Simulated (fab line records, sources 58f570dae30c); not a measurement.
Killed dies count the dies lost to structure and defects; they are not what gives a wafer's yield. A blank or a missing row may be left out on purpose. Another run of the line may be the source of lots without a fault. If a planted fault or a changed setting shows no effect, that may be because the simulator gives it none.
Which tool did it?    flow berkeley_cmos170    route of 331 steps, sampled at 1 step: 7 lots, 21 wafers

== WHAT EACH GAUGE READ, for each wafer ==
UCB170_NWELL_THK_MEAS_02.
lot   measured     on             NWELL_OXIDE_THK (nm)
L653  day 3 17:23  film_metro-02  27.4 27.0 26.9
L655  day 4 06:20  film_metro-01  27.1 27.0 26.6
L657  day 4 18:34  film_metro-01  26.8 27.0 26.8
L660  day 5 00:38  film_metro-02  26.4 26.7 26.6
L664  day 5 13:29  film_metro-03  26.8 26.6 26.7
L667  day 6 06:50  film_metro-03  26.8 26.6 26.2
L669  day 6 17:04  film_metro-01  26.3 27.3 26.4

== WHICH TOOL RAN EACH LOT (tool, then ch and the chambers of the sampled wafers, then the start) ==
There is no process step in the record ahead of these readings.

== THE ANSWER, worked out from the rows above alone ==
Rule: what is usual is taken from the lots themselves. The widest of any qualifying gaps counts: lots, ordered by their means at a reading, are off when they make up no more than a third of the lots, leave a main group of 4 or more, and stand apart from it by 3 or more times the standard deviation of that group's means. Not used: any main group whose means are identical at the precision the tables above print for the reading. A lot without any number at a reading at which 4 lots or more have one is off too. All remaining lots with rows at the step are treated as sound.
Across all readings shown, no lot is off: no conclusion can be drawn from this.

== WHAT THE SIMULATOR PUT IN ==
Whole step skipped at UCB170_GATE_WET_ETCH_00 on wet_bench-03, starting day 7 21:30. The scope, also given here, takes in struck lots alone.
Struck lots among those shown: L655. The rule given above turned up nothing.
